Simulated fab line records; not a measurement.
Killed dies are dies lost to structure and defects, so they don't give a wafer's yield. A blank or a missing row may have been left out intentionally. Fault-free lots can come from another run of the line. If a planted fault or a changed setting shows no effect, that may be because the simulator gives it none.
Comparing a struck lot with a sound one :: flow rit cmos :: 19 out of 202 route steps
Sound: wafers L784.1, L784.3, L784.5. Struck: wafers L795.3, L795.4, L795.5. At the end, the cause is stated.
For every step that has rows: the tool of each side, followed by ch and its chambers, followed by its first start. Under that, the readings that differ: sound wafers :: struck wafers :: difference of the means :: sigmas: that difference in standard deviations of wafers without a fault.
alike: readings whose means differ by less than 2 such deviations, and words and numbers that are the same on both sides. not compared: withheld readings, readings that some wafer has no value for, bounds like >300 that may hide the same value, and numbers for which the record gives no deviation and whose values overlap.
A row with sigmas, a row that says differs or no value, or rows on one side alone: a step with any of these is where the two part. Numbers that don't overlap but have no deviation are shown without sigmas and don't part them. Lack of a reading on every wafer of one side parts them only where that side has two or more wafers.

first, 1 step without rows for these wafers: RIT_CONTACT_HARDBAKE_10 (time 60 s).
RIT_CONTACT_ETCH_11: etches SiO2 in CHF3/CF4/Ar, stops on TiSi2, target depth 480 nm, time 320 s.
  sound on rie diel-04 ch 0,2,3, day 3 16:37; struck on rie diel-04 ch 1,3, day 5 22:27
  alike: drypump motor current A, mfc ar sccm, oes product au, throttle valve pct
  not compared: rf hours counter h
RIT_CONTACT_STRIP_12: strips in O2, time 180 s.
  sound on plasma asher-04 ch 0,1, day 3 16:49; struck on plasma asher-04 ch 0,1, day 5 22:43
  alike: drypump motor current A
  not compared: rf hours counter h
RIT_CONTACT_CD_MEAS_90 targets a cd of 1000 nm.
  struck on cd sem-02, day 5 22:52; sound on cd sem-02, day 3 16:59
reading: cd nm (nm)
sound: 1004.2 1005.6 1004.9
struck: 999.1 996.2 996.4
difference: -7.7
sigmas: -3
then, 2 steps without rows for these wafers: RIT_CONTACT_CLEAN_13 (cleans in SC1, time 600 s); RIT_CONTACT_CLEAN_14 (cleans in SC2, time 600 s).
RIT_M1_SPUTTER_00: material Al, target thk 400 nm, time 500 s.
  struck on pvd sputter-04, day 5 23:20; sound on pvd sputter-03, day 3 17:29
  alike: chamber pressure pa, throttle valve pct
RIT_M1_RS_MEAS_01: measures by four-point-probe.
  struck on film metro-01, day 5 23:41; sound on film metro-04, day 3 17:47
  alike: M1_AL_RS
RIT_M1_THK_MEAS_02: measures by xrf.
  struck on film metro-01, day 5 23:47; sound on film metro-04, day 3 17:54
  alike: M1_AL_THK
then, 3 steps without rows for these wafers: RIT_M1_HMDS_03 (prime time 60 s); RIT_M1_COAT_04 (resist thk 1300 nm); RIT_M1_SOFTBAKE_05 (time 60 s).
RIT_M1_EXPOSE_06: exposes mask M12, target cd 2600 nm.
  sound on iline stepper-01 ch 0, day 3 18:25; struck on iline stepper-01 ch 0, day 6 00:26
reading: model.M1.overlay x nm (nm)
sound: 0.4821 0.4821 0.4821
struck: 360.6 360.6 360.6
difference: +360.1
sigmas: 
  alike: mask
then, 2 steps without rows for these wafers: RIT_M1_PEB_07; RIT_M1_DEVELOP_08 (develop time 68 s).
RIT_M1_CD_MEAS_09 targets a cd of 2600 nm.
  struck on cd sem-01, day 6 00:52; sound on cd sem-01, day 3 18:50
  alike: cd nm
RIT_M1_OVL_MEAS_10:
  struck on overlay-02, day 6 00:57; sound on overlay-01, day 3 18:58
reading: M1_OVL (nm)
sound: -0.9 -1.1 0.3
struck: 361.8 358.2 360.1
difference: +360.6
sigmas: +99 or more
then, 1 step without rows for these wafers: RIT_M1_HARDBAKE_11 (time 120 s).
RIT_M1_PROBE_99:
  struck on prober-02, day 6 03:35; sound on prober-01, day 3 21:40
reading: model.etest.tester.sort n pass
sound: 257 256 253
struck: 31 145 107
difference: -161
sigmas: 

reading: model.etest.tester.sort yield pct (%)
sound: 97.35 96.97 95.83
struck: 11.74 54.92 40.53
difference: -60.99
sigmas: 

reading: model.etest.nmos_0p15.junction log10 a um
sound: -13.39 -13.58 -13.62
struck: -9.883 -10.05 -10.02
difference: +3.546
sigmas: 

reading: model.etest.nmos narrow.off log10 a um
sound: -13.17 -13.27 -13.22
struck: -9.883 -10.05 -10.02
difference: +3.236
sigmas: 

reading: model.etest.gate end array.leak log10 a um
sound: -12.86 -12.82 -12.73
struck: -9.696 -9.968 -9.805
difference: +2.980
sigmas: 

reading: model.etest.nmos_0p3.off log10 a um
sound: -12.98 -12.99 -13
struck: -9.883 -10.05 -10.02
difference: +3.006
sigmas: 

reading: model.etest.pmos_0p15.junction log10 a um
sound: -13.79 -13.95 -13.71
struck: -10.88 -11.05 -11.02
difference: +2.83
sigmas: 

reading: model.etest.contact diode array.leak log10 a (angstrom)
sound: -9.632 -9.497 -9.607
struck: -6.595 -6.719 -6.759
difference: +2.888
sigmas: 
  alike: defect limited yield, killed at contacts, killed at front end, killed dies, killed open, killed short

## WHERE THEY PART
At RIT_CONTACT_CD_MEAS_90 first; at RIT_M1_OVL_MEAS_10 last (within this record only). Later steps at which nothing parts them and some readings are alike: RIT_M1_PROBE_99.

WHY: what had been put in by the simulator
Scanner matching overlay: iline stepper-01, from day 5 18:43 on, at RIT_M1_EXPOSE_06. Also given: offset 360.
